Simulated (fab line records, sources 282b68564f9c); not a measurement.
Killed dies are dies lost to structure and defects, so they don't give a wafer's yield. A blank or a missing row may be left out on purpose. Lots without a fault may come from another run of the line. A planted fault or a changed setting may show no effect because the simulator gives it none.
Tool commonality check | flow rit_cmos | 14 lots, 48 wafers sampled

WHY IT WAS OPENED
At RIT_NLDD_TW_MEAS_10 the reading NLDD_TW is flagged on 2 of 14 lots. Wafers without a fault read 2490, standard deviation 26.
Rule: a lot is flagged when every wafer of it that has a number lies more than 4 standard deviations from that mean, or none has a number. The other lots count as sound.

lot  | measured    | on            | NLDD_TW, wafer by wafer       | flag
L269 | day 2 23:03 | film_metro-01 | 2480 2463 2471                |
L270 | day 3 04:35 | film_metro-01 | 2457 2458 2467                |
L271 | day 3 08:26 | film_metro-03 | 2528 2512 2522                |
L272 | day 3 10:51 | film_metro-04 | 2491 2488 2494                |
L273 | day 3 18:50 | film_metro-01 | 2469 2464 2465                |
L274 | day 3 23:09 | film_metro-03 | 2532 2533 2518                |
L275 | day 4 02:07 | film_metro-01 | 2504 2496 2496                |
L279 | day 5 00:09 | film_metro-01 | 2469 2458 2473                |
L280 | day 5 01:48 | film_metro-03 | 2533 2537 2529                |
L281 | day 5 11:33 | film_metro-04 | 2507 2495 2499                |
L283 | day 5 20:09 | film_metro-01 | 2694 2696 2700 2704 2703 2704 | FLAGGED
L285 | day 6 06:10 | film_metro-01 | 2464 2454 2464                |
L286 | day 6 07:58 | film_metro-01 | 2705 2680 2696 2697 2696 2685 | FLAGGED
L291 | day 7 11:16 | film_metro-03 | 2493 2510 2516                |
The numbers of the flagged lots are 2697 on average: +207 against the usual, or +8 standard deviations.

WHICH TOOL RAN EACH LOT
The record holds 1 process step before the reading, out of a route of 202 steps. In each cell: the tool, then ch and the chambers that the sampled wafers went through, then the start.
lot  | flag    | RIT_NLDD_IMPLANT_08
L269 |         | implanter-02 ch 0, day 2 22:44
L270 |         | implanter-01 ch 0, day 3 04:15
L271 |         | implanter-01 ch 0, day 3 08:07
L272 |         | implanter-04 ch 0, day 3 10:31
L273 |         | implanter-04 ch 0, day 3 18:32
L274 |         | implanter-02 ch 0, day 3 22:50
L275 |         | implanter-02 ch 0, day 4 01:50
L279 |         | implanter-04 ch 0, day 4 23:49
L280 |         | implanter-01 ch 0, day 5 01:31
L281 |         | implanter-04 ch 0, day 5 11:14
L283 | FLAGGED | implanter-04 ch 0, day 5 19:49
L285 |         | implanter-02 ch 0, day 6 05:53
L286 | FLAGGED | implanter-04 ch 0, day 6 07:38
L291 |         | implanter-01 ch 0, day 7 10:59
What these steps do:
- RIT_NLDD_IMPLANT_08
- RIT_NLDD_TW_MEAS_10

FLAGGED OVER TOTAL, TOOL BY TOOL (the gauges that took the reading come last)
step                | tool          | lots run | flagged | share of the flagged lots | sound lots run after its first flagged lot
RIT_NLDD_IMPLANT_08 | implanter-01  | 4        | 0       | none                      | -
RIT_NLDD_IMPLANT_08 | implanter-02  | 4        | 0       | none                      | -
RIT_NLDD_IMPLANT_08 | implanter-04  | 6        | 2       | all                       | 0
RIT_NLDD_TW_MEAS_10 | film_metro-01 | 8        | 2       | all                       | 1 (L285)
RIT_NLDD_TW_MEAS_10 | film_metro-03 | 4        | 0       | none                      | -
RIT_NLDD_TW_MEAS_10 | film_metro-04 | 2        | 0       | none                      | -

WHAT THE TABLE ALLOWS
2 rows of the table ran every flagged lot: implanter-04 at RIT_NLDD_IMPLANT_08, film_metro-01 at RIT_NLDD_TW_MEAS_10.
- implanter-04 at RIT_NLDD_IMPLANT_08: 2 of its 6 lots flagged. Its last sound lot is L281 (day 5 11:14), its first flagged lot L283 (day 5 19:49): a fault that began between those two fits. Its own readings lie more than 4 standard deviations out on every wafer of the flagged lots: beam_on_s, faraday_current_uA.
- film_metro-01 at RIT_NLDD_TW_MEAS_10: 2 of its 8 lots flagged. Sound lots ran on it after the first flagged one (L285), which a lasting fault on the whole tool wouldn't allow.
One tool is left: implanter-04 at RIT_NLDD_IMPLANT_08.

WHAT THE SIMULATOR HAD PUT IN
Process parameter drift: implanter-04, from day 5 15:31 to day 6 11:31, at RIT_NLDD_IMPLANT_08. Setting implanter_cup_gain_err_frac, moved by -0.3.
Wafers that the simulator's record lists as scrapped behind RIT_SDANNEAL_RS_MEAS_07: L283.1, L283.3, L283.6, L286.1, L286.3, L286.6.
Lots struck among those shown: L283, L286. The rule above found the same.
